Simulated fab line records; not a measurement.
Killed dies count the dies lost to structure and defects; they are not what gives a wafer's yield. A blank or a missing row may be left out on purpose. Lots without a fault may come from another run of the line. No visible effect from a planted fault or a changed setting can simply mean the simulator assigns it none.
Tool commonality check    flow ritCmos    Lots sampled 13, wafers sampled 39

## THE REASON FOR OPENING IT
RIT_ACTIVE_THK_MEAS_04, reading ACTIVE_NITRIDE_THK: flagged on 1 of 13 lots. Fault-free wafers read 149.7 nm, with a standard deviation of 1.3.
Rule: a lot is flagged in two cases, either no wafer of it has a number, or all its wafers with numbers fall more than 4 standard deviations from that mean. As for the other lots, they are considered sound.

lot   measured     on            ACTIVE_NITRIDE_THK (nm), wafer by wafer  flag
L963  day 1 14:40  filmMetro-03  152.2 150.9 151.8                        
L964  day 1 19:37  filmMetro-02  148.6 150.4 150.6                        
L967  day 2 10:52  filmMetro-02  147.9 147.6 147.9                        
L968  day 2 14:57  filmMetro-03  149.1 151.1 150.2                        
L969  day 2 21:58  filmMetro-04  150.8 149.7 151.2                        
L970  day 3 01:13  filmMetro-03  151.9 151.9 151.2                        
L971  day 3 05:43  filmMetro-02  151.5 151.4 151.0                        
L973  day 3 16:02  filmMetro-03  148.0 148.0 147.9                        
L974  day 3 20:32  filmMetro-02  149.2 149.1 148.7                        
L976  day 4 08:26  filmMetro-02  251.3 250.5 251.2                        FLAGGED
L979  day 4 21:32  filmMetro-03  148.5 147.4 148.7                        
L983  day 5 18:23  filmMetro-02  149.3 148.9 149.2                        
L984  day 5 22:32  filmMetro-04  148.3 150.1 149.9                        
On average the flagged lots' numbers are 251.0 nm, which is +101.3 nm against the usual, or +78 standard deviations.

## EACH LOT AND THE TOOL IT RAN ON
The record keeps 1 process step preceding the reading, out of 202 steps on the route. In each cell: the tool, then ch and the chambers that the sampled wafers went through, then the start.
lot   flag     RIT_ACTIVE_CVD_03
L963           lpcvd-01 ch 0, day 1 13:14
L964           lpcvd-01 ch 0, day 1 18:11
L967           lpcvd-02 ch 1, day 2 09:26
L968           lpcvd-01 ch 1, day 2 13:32
L969           lpcvd-02 ch 0, day 2 20:33
L970           lpcvd-01 ch 1, day 2 23:48
L971           lpcvd-01 ch 0, day 3 04:17
L973           lpcvd-02 ch 0, day 3 14:35
L974           lpcvd-02 ch 0, day 3 19:07
L976  FLAGGED  lpcvd-01 ch 0, day 4 07:01
L979           lpcvd-02 ch 1, day 4 20:07
L983           lpcvd-02 ch 1, day 5 16:58
L984           lpcvd-02 ch 1, day 5 21:07
What these steps do:
- RIT_ACTIVE_CVD_03: deposits Si3N4 from SiH2Cl2/NH3, target thk 150 nm, time 1500 s.
- RIT_ACTIVE_THK_MEAS_04

## FLAGGED OVER TOTAL, TOOL BY TOOL (the gauges that took the reading come last)
step                    tool          lots run  flagged  share of the flagged lots  sound lots run after its first flagged lot
RIT_ACTIVE_CVD_03       lpcvd-01      6         1        all                        0
RIT_ACTIVE_CVD_03       lpcvd-02      7         0        none                       -
RIT_ACTIVE_THK_MEAS_04  filmMetro-02  6         1        all                        1 (L983)
RIT_ACTIVE_THK_MEAS_04  filmMetro-03  5         0        none                       -
RIT_ACTIVE_THK_MEAS_04  filmMetro-04  2         0        none                       -

## WHAT IS ALLOWED BY THE TABLE
lpcvd-01 at RIT_ACTIVE_CVD_03 and filmMetro-02 at RIT_ACTIVE_THK_MEAS_04 are the 2 rows of the table that ran each flagged lot.
- lpcvd-01 at RIT_ACTIVE_CVD_03: 1 of its 6 lots flagged. Its last sound lot is L971 (day 3 04:17), its first flagged lot L976 (day 4 07:01): a fault that began between those two fits. Its own readings lie more than 4 standard deviations out on every wafer of the flagged lots: spikeTcCentreC, spikeTcLoadC, spikeTcSourceC, susceptorTempC.
- filmMetro-02 at RIT_ACTIVE_THK_MEAS_04: 1 of its 6 lots flagged. After the first flagged lot (L983), sound lots still ran on it; a lasting fault on the whole tool would not permit that.
Left over: one tool, lpcvd-01 at RIT_ACTIVE_CVD_03.

## WHAT THE SIMULATOR HAD PUT IN
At RIT_ACTIVE_CVD_03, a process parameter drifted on lpcvd-01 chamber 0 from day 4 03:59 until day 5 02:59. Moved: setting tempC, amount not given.
Lots struck among those shown: L976. The rule above found the same.
